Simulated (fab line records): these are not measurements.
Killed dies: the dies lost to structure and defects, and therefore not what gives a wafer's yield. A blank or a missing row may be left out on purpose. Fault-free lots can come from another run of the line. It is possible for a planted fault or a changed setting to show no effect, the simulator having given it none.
fab line records -- flow rit-cmos
record lots=5, wafers=27
route steps=202 shown ACTIVE@2 FOX2@25 GATE@91 SPACER@130 CONTACT@175 M1@200
start-h: start of the lot's first displayed wafer, in hours after the record's first day -- wait-h: time in hours since the lot's previous step -- " identical to the entry in the row above -- L1.1+2: one row covering several wafers at once -- - no value, or no start was given -- * or withheld: withheld -- < > ~ a bound
route shown NAME@n: a module of which the file shows steps, and the number in the route of the first -- usual: mean/standard deviation taken from wafers without a fault -- same: alike in all rows -- chamber/n: place in a boat -- sites: the reading at each site -- _std_site: standard deviation across them -- _edge_site: outer sites' mean less inner sites' -- radius-mm: for every site, how far away it sits from the centre of the wafer -- mask NAME#n: copy n -- behind: the tool/chamber that last shaped the wafer -- hold: reason for holding the lot/hours on hold/outcome of the hold -- device: transistor that didn't switch, given as n, p or np -- end of line: at the end of the route, the tests of the same wafers -- a step with no rows: only its recipe -- killed: dies that structure and defects cost at the first sort, which is not the same as the wafer's yield -- map: shows each die of a wafer: x if killed, . if not, _ if none is there
set.NAME: the run value of the setting; set.NAME@STEP: its run value at that earlier step -- model.NAME: the simulator's own value behind a step, which no gauge read
one table per step and one row per wafer, for lots whose settings were changed on purpose
## steps
# step RIT_ACTIVE_OXIDATION_01
# recipe temp-c=1000, ambient=O2, target-thk-a=468, ox-time-s=3360
lot.wafer,tool,chamber,start-h,wait-h,set.ox-time-s,model.SiO2_of_ACTIVE_OXIDATION_01.thk-nm
L074.1,-,-,-,0.1,4958,60.46
L074.2,-,-,-,0.1,4958,60.75
L074.3,-,-,-,0.1,4958,60.76
L074.4,-,-,-,0.1,4958,60.77
L074.5,-,-,-,0.1,4958,60.41
L074.6,-,-,-,0.1,4958,60.67
L077.1,furnace-02,0,25.12,0.1,3360,45.12
L077.2,furnace-02,0,25.12,0.1,3360,45.65
L077.5,furnace-02,0,25.12,0.1,3360,45.51
L080.1,-,-,-,1.1,2825,40.28
L080.2,-,-,-,1.1,2825,41.2
L080.3,-,-,-,1.1,2825,41.11
L080.4,-,-,-,1.1,2825,40.71
L080.5,-,-,-,1.1,2825,40.87
L080.6,-,-,-,1.1,2825,40.69
L082.1,-,-,-,0.1,3360,46.34
L082.2,-,-,-,0.1,3360,46.92
L082.3,-,-,-,0.1,3360,46.87
L082.4,-,-,-,0.1,3360,47.1
L082.5,-,-,-,0.1,3360,45.78
L082.6,-,-,-,0.1,3360,47.13
L084.1+6,-,-,-,0.2,3360,47.02
L084.2,-,-,-,0.2,3360,46.97
L084.3,-,-,-,0.2,3360,47.94
L084.4,-,-,-,0.2,3360,47.19
L084.5,-,-,-,0.2,3360,47.16
# step RIT_ACTIVE_THK_MEAS_02
# recipe reads=SiO2_of_ACTIVE_OXIDATION_01
# usual ACTIVE_OXIDE_THK=46.5/0.68
lot.wafer,tool,chamber,start-h,wait-h,set.ox-time-s@ACTIVE_OXIDATION_01,ACTIVE_OXIDE_THK[nm]
L074.1,film-metro-03,-,-,-,4958,60.4
L074.2,film-metro-03,-,-,-,4958,60.8
L074.3,film-metro-03,-,-,-,4958,60.7
L074.4,film-metro-03,-,-,-,4958,60.7
L074.5,film-metro-03,-,-,-,4958,60.3
L074.6,film-metro-03,-,-,-,4958,60.7
L077.1,film-metro-03,-,27.05,0.0,3360,45.1
L077.2,film-metro-03,-,27.05,0.0,3360,45.7
L077.5,film-metro-03,-,27.05,0.0,3360,45.5
L080.1,film-metro-01,-,-,-,2825,40.3
L080.2,film-metro-01,-,-,-,2825,41.2
L080.3,film-metro-01,-,-,-,2825,41.1
L080.4,film-metro-01,-,-,-,2825,40.7
L080.5,film-metro-01,-,-,-,2825,40.9
L080.6,film-metro-01,-,-,-,2825,40.7
L082.1,film-metro-01,-,-,-,3360,46.3
L082.2,film-metro-01,-,-,-,3360,46.9
L082.3,film-metro-01,-,-,-,3360,46.9
L082.4,film-metro-01,-,-,-,3360,47.1
L082.5,film-metro-01,-,-,-,3360,45.7
L082.6,film-metro-01,-,-,-,3360,47.1
L084.1,film-metro-02,-,-,-,3360,47.0
L084.2,film-metro-02,-,-,-,3360,47.0
L084.3,film-metro-02,-,-,-,3360,48.0
L084.4,film-metro-02,-,-,-,3360,47.1
L084.5,film-metro-02,-,-,-,3360,47.2
L084.6,film-metro-02,-,-,-,3360,47.0
# step RIT_ACTIVE_CVD_03
# recipe material=Si3N4, target-thk-nm=150, temp-c=810, precursor=SiH2Cl2/NH3, time-s=1500, pressure-mtorr=300, sih2cl2-flow-sccm=60, nh3-flow-sccm=150
# step RIT_ACTIVE_HARDBAKE_12
# recipe resist=NOVOLAK, temp-c=140, time-s=60
# step RIT_ACTIVE_ETCH_13
# recipe stop-on=SiO2, chemistry=SF6, target=Si3N4, time-s=210, over-etch-frac=0.4, SF6_flow_sccm=200, pressure-mtorr=260, rf-w=125, target-depth-a=2100
lot.wafer,tool,chamber,start-h,wait-h,set.ox-time-s@ACTIVE_OXIDATION_01,model.SiO2_of_ACTIVE_OXIDATION_01.thk-nm
L074.1,rie-diel-04,3,14.71,0.1,4958,60.46
L074.2,rie-diel-04,2,14.71,0.1,4958,59.2
L074.3,rie-diel-04,1,14.71,0.1,4958,59.63
L074.4,rie-diel-04,3,14.71,0.1,4958,60.77
L074.5,rie-diel-04,1,14.71,0.1,4958,59.27
L074.6,rie-diel-04,2,14.71,0.1,4958,59.12
L077.1,rie-diel-04,3,29.71,0.1,3360,45.12
L077.2,rie-diel-04,2,29.71,0.1,3360,44.1
L077.5,rie-diel-04,2,29.71,0.1,3360,43.98
L080.1,rie-diel-02,0,45.94,0.1,2825,39.28
L080.2,rie-diel-02,1,45.94,0.1,2825,39.72
L080.3,rie-diel-02,2,45.94,0.1,2825,41.06
L080.4,rie-diel-02,3,45.94,0.1,2825,40.71
L080.5,rie-diel-02,3,45.94,0.1,2825,40.87
L080.6,rie-diel-02,0,45.94,0.1,2825,39.7
L082.1,rie-diel-04,3,54.71,0.1,3360,46.34
L082.2,rie-diel-04,2,54.71,0.1,3360,45.37
L082.3,rie-diel-04,1,54.71,0.1,3360,45.73
L082.4,rie-diel-04,3,54.71,0.1,3360,47.1
L082.5,rie-diel-04,1,54.71,0.1,3360,44.65
L082.6,rie-diel-04,2,54.71,0.1,3360,45.57
L084.1,rie-diel-02,0,64.94,0.1,3360,46.03
L084.2,rie-diel-02,1,64.94,0.1,3360,45.5
L084.3,rie-diel-02,3,64.94,0.1,3360,47.94
L084.4,rie-diel-02,2,64.94,0.1,3360,47.13
L084.5,rie-diel-02,2,64.94,0.1,3360,47.11
L084.6,rie-diel-02,3,64.94,0.1,3360,47.02
# step RIT_ACTIVE_STRIP_14
# recipe chemistry=O2, time-s=180, resist=NOVOLAK, platen-temp-c=withheld, power-w=500, pressure-mtorr=4000, o2-flow-sccm=4000
# step RIT_FOX2_CLEAN_02
# recipe chemistry=dHF, dilution=50:1, time-s=180
# step RIT_FOX2_WET_ETCH_03
# recipe chemistry=H3PO4, target=Si3N4, target-depth-nm=195, temp-c=165, time-s=2700
lot.wafer,tool,chamber,start-h,wait-h,set.ox-time-s@ACTIVE_OXIDATION_01,model.SiO2_of_ACTIVE_OXIDATION_01.thk-nm
L074.1,wet-bench-04,0,19.69,0.0,4958,53.64
L074.2,wet-bench-04,0,19.69,0.0,4958,52.53
L074.3,wet-bench-04,0,19.69,0.0,4958,52.96
L074.4,wet-bench-04,0,19.69,0.0,4958,53.96
L074.5,wet-bench-04,0,19.69,0.0,4958,52.6
L074.6,wet-bench-04,0,19.69,0.0,4958,52.48
L077.1,wet-bench-04,2,35.11,0.0,3360,40.06
L077.2,wet-bench-04,2,35.11,0.0,3360,39.18
L077.5,wet-bench-04,2,35.11,0.0,3360,39.06
L080.1,wet-bench-01,3,49.65,0.0,2825,35.01
L080.2,wet-bench-01,3,49.65,0.0,2825,35.42
L080.3,wet-bench-01,3,49.65,0.0,2825,36.61
L080.4,wet-bench-01,3,49.65,0.0,2825,36.31
L080.5,wet-bench-01,3,49.65,0.0,2825,36.45
L080.6,wet-bench-01,3,49.65,0.0,2825,35.41
L082.1,wet-bench-02,3,61.11,0.0,3360,41.31
L082.2,wet-bench-02,3,61.11,0.0,3360,40.44
L082.3,wet-bench-02,3,61.11,0.0,3360,40.74
L082.4,wet-bench-02,3,61.11,0.0,3360,41.97
L082.5,wet-bench-02,3,61.11,0.0,3360,39.81
L082.6,wet-bench-02,3,61.11,0.0,3360,40.63
L084.1,wet-bench-02,0,68.99,0.0,3360,40.94
L084.2,wet-bench-02,0,68.99,0.0,3360,40.51
L084.3,wet-bench-02,0,68.99,0.0,3360,42.71
L084.4+5,wet-bench-02,0,68.99,0.0,3360,41.95
L084.6,wet-bench-02,0,68.99,0.0,3360,41.86
# step RIT_GATE_DEVELOP_15
# recipe resist=NOVOLAK, develop-time-s=50, dev-temp-c=23
lot.wafer,tool,chamber,start-h,wait-h,set.develop-time-s
L074.1+2+6,litho-track-01,0,-,-,66.04
L074.3+4+5,litho-track-01,0,-,-,50
L077.1+2+5,litho-track-01,0,-,-,50
L080.1+2+3+4+5+6,litho-track-03,0,-,-,50
L082.1+2+3+4+5+6,litho-track-03,0,-,-,50
L084.1+3+5,litho-track-03,0,-,-,76.47
L084.2+4+6,litho-track-03,0,-,-,50
# step RIT_SPACER_ETCHBACK_05
# recipe target-depth-a=2500, SF6_flow_sccm=30, CHF3_flow_sccm=30, target=Si3N4, chemistry=SF6/CHF3, pressure-mtorr=40, rf-w=250, time-s=240, stop-on=SiO2
lot.wafer,tool,chamber,start-h,wait-h,set.time-s,model.poly-Si_of_GATE_CVD_08.thk-nm,model.Si3N4_of_SPACER_CVD_03.thk-nm,model.SiO2_of_FOX2_OXIDATION_00.thk-nm
L074.1,rie-diel-03,3,46.50,0.1,293,155.6,183.2,171.6
L074.2,rie-diel-03,1,46.50,0.1,240,168.9,196.9,176.3
L074.3,rie-diel-03,0,46.50,0.1,240,171.3,197.2,182.2
L074.4,rie-diel-03,2,46.50,0.1,293,158.9,186.9,168.1
L074.5,rie-diel-03,0,46.50,0.1,240,172.2,196.9,183.5
L074.6,rie-diel-03,1,46.50,0.1,293,156.3,182.4,165.6
L077.1,rie-diel-03,3,62.17,0.1,240,168.3,195.8,177.1
L077.2,rie-diel-03,0,62.17,0.1,240,169.9,199,179.4
L077.5,rie-diel-03,3,62.17,0.1,240,168.8,195.8,184.5
L080.1,rie-diel-02,2,76.15,0.1,311.4,146.7,179.7,163.2
L080.2,rie-diel-02,3,76.15,0.1,311.4,146.1,182.2,174.7
L080.3,rie-diel-02,0,76.15,0.1,240,162.9,198.5,186
L080.4,rie-diel-02,1,76.15,0.1,311.4,146.5,180.6,172.9
L080.5,rie-diel-02,3,76.15,0.1,240,165.6,197.3,187.1
L080.6,rie-diel-02,2,76.15,0.1,240,167.6,196.3,178.3
L082.1,rie-diel-01,3,87.60,0.1,316.7,146.5,180.9,165.5
L082.2,rie-diel-01,1,87.60,0.1,240,166.3,196.6,183
L082.3,rie-diel-01,0,87.60,0.1,240,166.5,197.6,184.1
L082.4,rie-diel-01,2,87.60,0.1,240,161.1,195,177.8
L082.5,rie-diel-01,2,87.60,0.1,316.7,139.2,176.9,163.3
L082.6,rie-diel-01,3,87.60,0.1,316.7,145.1,179.7,168.2
L084.1,rie-diel-02,2,101.46,0.1,240,165.3,191.6,187
L084.2,rie-diel-02,1,101.46,0.1,326.3,140.7,172.2,164.3
L084.3,rie-diel-02,3,101.46,0.1,326.3,141,174.3,172.4
L084.4,rie-diel-02,3,101.46,0.1,240,164.8,191.3,182
L084.5,rie-diel-02,2,101.46,0.1,326.3,141.5,172.4,165.5
L084.6,rie-diel-02,1,101.46,0.1,240,166.3,190.3,184.7
# step RIT_CONTACT_DEVELOP_07
# recipe resist=NOVOLAK, develop-time-s=120, dev-temp-c=23
lot.wafer,tool,chamber,start-h,wait-h,set.develop-time-s
L074.1+3+6,litho-track-03,0,-,-,120
L074.2+4+5,litho-track-03,0,-,-,81.11
L077.1+2+5,litho-track-04,0,-,-,120
L080.1+4+6,litho-track-02,0,-,-,120
L080.2+3+5,litho-track-02,0,-,-,156.3
L082.1+3+4,litho-track-03,0,-,-,162.8
L082.2+5+6,litho-track-03,0,-,-,120
L084.1+2+5,litho-track-02,0,-,-,120
L084.3+4+6,litho-track-02,0,-,-,91.39
# step RIT_CONTACT_CD_MEAS_08
# recipe target-cd-nm=1000
# usual cd-nm=1000.1/2.1
lot.wafer,tool,chamber,start-h,wait-h,set.develop-time-s@CONTACT_DEVELOP_07,cd-nm
L074.1,cd-sem-01,-,52.42,-,120,997.9
L074.2,cd-sem-01,-,52.42,-,81.11,969.2
L074.3,cd-sem-01,-,52.42,-,120,999.1
L074.4,cd-sem-01,-,52.42,-,81.11,965.9
L074.5,cd-sem-01,-,52.42,-,81.11,966.5
L074.6,cd-sem-01,-,52.42,-,120,1002.1
L077.1,cd-sem-02,-,68.20,-,120,1000.5
L077.2,cd-sem-02,-,68.20,-,120,997.6
L077.5,cd-sem-02,-,68.20,-,120,1001.2
L080.1,cd-sem-01,-,81.76,-,120,1001.0
L080.2,cd-sem-01,-,81.76,-,156.3,1023.9
L080.3,cd-sem-01,-,81.76,-,156.3,1021.5
L080.4,cd-sem-01,-,81.76,-,120,999.9
L080.5,cd-sem-01,-,81.76,-,156.3,1022.2
L080.6,cd-sem-01,-,81.76,-,120,999.9
L082.1,cd-sem-01,-,93.34,-,162.8,1024.7
L082.2,cd-sem-01,-,93.34,-,120,999.2
L082.3,cd-sem-01,-,93.34,-,162.8,1023.9
L082.4,cd-sem-01,-,93.34,-,162.8,1024.3
L082.5,cd-sem-01,-,93.34,-,120,999.4
L082.6,cd-sem-01,-,93.34,-,120,1000.5
L084.1,cd-sem-01,-,107.22,-,120,1002.7
L084.2,cd-sem-01,-,107.22,-,120,1001.8
L084.3,cd-sem-01,-,107.22,-,91.39,980.1
L084.4,cd-sem-01,-,107.22,-,91.39,979.0
L084.5,cd-sem-01,-,107.22,-,120,1002.5
L084.6,cd-sem-01,-,107.22,-,91.39,981.2
# step RIT_CONTACT_ETCH_11
# recipe target-depth-a=4800, over-etch-frac=0.2, stop-on=TiSi2, chemistry=CHF3/CF4/Ar, target=SiO2, CHF3_flow_sccm=50, cf4-flow-sccm=10, Ar_flow_sccm=100, O2_flow_sccm=5, pressure-mtorr=100, rf-w=200, time-s=320
lot.wafer,tool,chamber,start-h,wait-h,set.time-s,model.etch.depth-nm,model.CONTACT.feature-depth-nm,model.NOVOLAK_of_CONTACT_COAT_03.thk-nm
L074.1,rie-diel-03,1,52.72,0.1,320,395.1,395.1,768.9
L074.2,rie-diel-03,3,52.72,0.1,320,393.7,393.7,771.4
L074.3,rie-diel-03,0,52.72,0.1,320,396.2,396.2,771.2
L074.4,rie-diel-03,2,52.72,0.1,320,401.6,401.6,770.5
L074.5,rie-diel-03,0,52.72,0.1,320,403.1,403.1,772.1
L074.6,rie-diel-03,3,52.72,0.1,320,401.3,401.3,770
L077.1,rie-diel-03,1,68.51,0.1,320,405.3,405.3,766.1
L077.2,rie-diel-03,2,68.51,0.1,320,400.3,400.3,774.1
L077.5,rie-diel-03,1,68.51,0.1,320,406.8,406.8,771.1
L080.1,rie-diel-04,1,82.07,0.1,209.3,317.7,317.7,807
L080.2,rie-diel-04,3,82.07,0.1,320,400.1,400.1,767.1
L080.3,rie-diel-04,2,82.07,0.1,209.3,314.6,314.6,809.5
L080.4,rie-diel-04,0,82.07,0.1,320,407.6,407.6,767.7
L080.5,rie-diel-04,1,82.07,0.1,320,407.3,407.3,765.4
L080.6,rie-diel-04,0,82.07,0.1,209.3,312.3,312.3,806.9
L082.1,rie-diel-04,0,93.65,0.1,320,401.5,401.5,764.2
L082.2,rie-diel-04,2,93.65,0.1,250.1,372,372,793.4
L082.3,rie-diel-04,1,93.65,0.1,320,394.7,394.7,769.1
L082.4,rie-diel-04,3,93.65,0.1,250.1,380.8,380.8,794
L082.5,rie-diel-04,3,93.65,0.1,250.1,382.6,382.6,792.4
L082.6,rie-diel-04,2,93.65,0.1,320,407.9,407.9,770.4
L084.1,rie-diel-03,3,107.52,0.1,320,394.1,394.1,769.1
L084.2,rie-diel-03,1,107.52,0.1,320,394.2,394.2,770.8
L084.3,rie-diel-03,0,107.52,0.1,320,393.8,393.8,773.7
L084.4,rie-diel-03,1,107.52,0.1,320,401.3,401.3,770.1
L084.5,rie-diel-03,3,107.52,0.1,320,398.1,398.1,767.9
L084.6,rie-diel-03,0,107.52,0.1,320,396.6,396.6,774.5
# step RIT_CONTACT_STRIP_12
# recipe chemistry=O2, time-s=180, resist=NOVOLAK, platen-temp-c=withheld, power-w=500, pressure-mtorr=4000, o2-flow-sccm=4000
# step RIT_CONTACT_CD_MEAS_90
# recipe target-cd-nm=1000
# usual cd-nm=1000.1/2.2
lot.wafer,tool,chamber,start-h,wait-h,set.develop-time-s@CONTACT_DEVELOP_07,cd-nm
L074.1,cd-sem-01,-,53.09,0.1,120,997.8
L074.2,cd-sem-01,-,53.09,0.1,81.11,969.4
L074.3,cd-sem-01,-,53.09,0.1,120,998.8
L074.4,cd-sem-01,-,53.09,0.1,81.11,965.6
L074.5,cd-sem-01,-,53.09,0.1,81.11,966.4
L074.6,cd-sem-01,-,53.09,0.1,120,1002.6
L077.1,cd-sem-02,-,68.88,0.1,120,1000.7
L077.2,cd-sem-02,-,68.88,0.1,120,997.9
L077.5,cd-sem-02,-,68.88,0.1,120,1001.4
L080.1,cd-sem-01,-,82.44,0.1,120,999.4
L080.2,cd-sem-01,-,82.44,0.1,156.3,1022.9
L080.3,cd-sem-01,-,82.44,0.1,156.3,1020.7
L080.4,cd-sem-01,-,82.44,0.1,120,999.9
L080.5,cd-sem-01,-,82.44,0.1,156.3,1022.4
L080.6,cd-sem-01,-,82.44,0.1,120,998.8
L082.1,cd-sem-02,-,94.02,0.1,162.8,1024.5
L082.2,cd-sem-02,-,94.02,0.1,120,998.7
L082.3,cd-sem-02,-,94.02,0.1,162.8,1023.9
L082.4,cd-sem-02,-,94.02,0.1,162.8,1023.5
L082.5,cd-sem-02,-,94.02,0.1,120,997.8
L082.6,cd-sem-02,-,94.02,0.1,120,1000.6
L084.1,cd-sem-02,-,107.89,0.1,120,1003.5
L084.2,cd-sem-02,-,107.89,0.1,120,1001.6
L084.3,cd-sem-02,-,107.89,0.1,91.39,980.7
L084.4,cd-sem-02,-,107.89,0.1,91.39,978.8
L084.5,cd-sem-02,-,107.89,0.1,120,1002.7
L084.6,cd-sem-02,-,107.89,0.1,91.39,981.0
# step RIT_CONTACT_CLEAN_13
# recipe chemistry=SC1, mix=3:3:50, time-s=600, temp-c=75
# step RIT_CONTACT_CLEAN_14
# recipe chemistry=SC2, mix=3:3:50, time-s=600, temp-c=75, dry=n2-spin
# step RIT_M1_ANNEAL_15
# recipe temp-c=450, time-s=1800, ambient=forming_gas_H2N2
# step RIT_M1_PROBE_99
lot.wafer,tool,chamber,start-h,wait-h,set.develop-time-s@GATE_DEVELOP_15,model.etest.pmos_0p3.r-on-ohm-um,model.etest.npoly-line.line-ohm-um,model.etest.ppoly-line.line-ohm-um,model.etest.nmos_0p3.r-on-ohm-um
L074.2,prober-01,-,60.36,0.1,66.04,5268,344.4,323.2,1922
L074.3,prober-01,-,60.41,0.2,50,6264,168.6,160.8,2224
L074.5,prober-01,-,60.51,0.2,50,6382,168.6,161.4,2242
L077.1,prober-02,-,73.76,0.1,50,6397,167,158.1,2162
L077.2,prober-02,-,73.81,0.1,50,6389,167.2,156.6,2164
L077.5,prober-02,-,73.96,0.2,50,6452,162.6,155.8,2192
L080.1+3+6,prober-01,-,87.93,0.1,50,-,-,-,-
L080.5,prober-01,-,88.13,0.2,50,6176,170.7,162.7,2111
L082.2+4+5,prober-01,-,99.73,0.1,50,-,-,-,-
L082.3,prober-01,-,99.78,0.2,50,6335,166.2,161.2,2180
L084.1,prober-01,-,113.48,0.1,76.47,4530,725.1,686.2,1642
L084.2,prober-01,-,113.53,0.1,50,-,-,-,-
L084.4,prober-01,-,113.63,0.2,50,6065,172.5,170.2,2106
L084.5,prober-01,-,113.68,0.2,76.47,-,-,-,-
L084.6,prober-01,-,113.73,0.2,50,5944,170.6,165.1,2103
# killed by level:class
L077.1 FOX1:geometric-particle:short=1 FOX1:geometric-particle:open=1 SPACER:geometric-particle:open=1
L077.2 GATE:geometric-particle:open=2 GATE:geometric-particle:short=2 FOX1:geometric-particle:short=1 FOX2:geometric-particle:open=1 REOX:geometric-particle:open=1
L077.5 GATE:geometric-particle:open=4 REOX:geometric-particle:short=2 REOX:geometric-particle:open=2 SILICIDE:geometric-particle:open=2 ACTIVE:geometric-particle:short=1 FOX1:geometric-particle:open=1 GATE:geometric-particle:short=1
## key
split step=RIT_ACTIVE_OXIDATION_01, setting=ox-time-s, stated=3360, by=lot
response step=RIT_ACTIVE_OXIDATION_01, reading=model.SiO2_of_ACTIVE_OXIDATION_01.thk-nm, change=+0.306, per=1%, r=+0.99
response step=RIT_ACTIVE_THK_MEAS_02, reading=ACTIVE_OXIDE_THK, change=+0.305, per=1%, r=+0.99
response step=RIT_ACTIVE_ETCH_13, reading=model.SiO2_of_ACTIVE_OXIDATION_01.thk-nm, change=+0.301, per=1%, r=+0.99
response step=RIT_FOX2_WET_ETCH_03, reading=model.SiO2_of_ACTIVE_OXIDATION_01.thk-nm, change=+0.265, per=1%, r=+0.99
split step=RIT_GATE_DEVELOP_15, setting=develop-time-s, stated=50, by=wafer
response step=RIT_M1_PROBE_99, reading=model.etest.pmos_0p3.r-on-ohm-um, change=-29.2, per=1%, r=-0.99
response step=RIT_M1_PROBE_99, reading=model.etest.npoly-line.line-ohm-um, change=+9.12, per=1%, r=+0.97
response step=RIT_M1_PROBE_99, reading=model.etest.ppoly-line.line-ohm-um, change=+8.52, per=1%, r=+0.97
response step=RIT_M1_PROBE_99, reading=model.etest.nmos_0p3.r-on-ohm-um, change=-8.99, per=1%, r=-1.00
split step=RIT_SPACER_ETCHBACK_05, setting=time-s, stated=240, by=wafer
response step=RIT_SPACER_ETCHBACK_05, reading=model.poly-Si_of_GATE_CVD_08.thk-nm, change=-0.657, per=1%, r=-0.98
response step=RIT_SPACER_ETCHBACK_05, reading=model.Si3N4_of_SPACER_CVD_03.thk-nm, change=-0.536, per=1%, r=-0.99
response step=RIT_SPACER_ETCHBACK_05, reading=model.SiO2_of_FOX2_OXIDATION_00.thk-nm, change=-0.488, per=1%, r=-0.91
split step=RIT_CONTACT_DEVELOP_07, setting=develop-time-s, stated=120, by=wafer
response step=RIT_CONTACT_CD_MEAS_08, reading=cd-nm, change=+0.824, per=1%, r=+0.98
response step=RIT_CONTACT_CD_MEAS_90, reading=cd-nm, change=+0.832, per=1%, r=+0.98
split step=RIT_CONTACT_ETCH_11, setting=time-s, stated=320, by=wafer
response step=RIT_CONTACT_ETCH_11, reading=model.etch.depth-nm, change=+2.16, per=1%, r=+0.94
response step=RIT_CONTACT_ETCH_11, reading=model.CONTACT.feature-depth-nm, change=+2.16, per=1%, r=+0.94
response step=RIT_CONTACT_ETCH_11, reading=model.NOVOLAK_of_CONTACT_COAT_03.thk-nm, change=-1.18, per=1%, r=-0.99
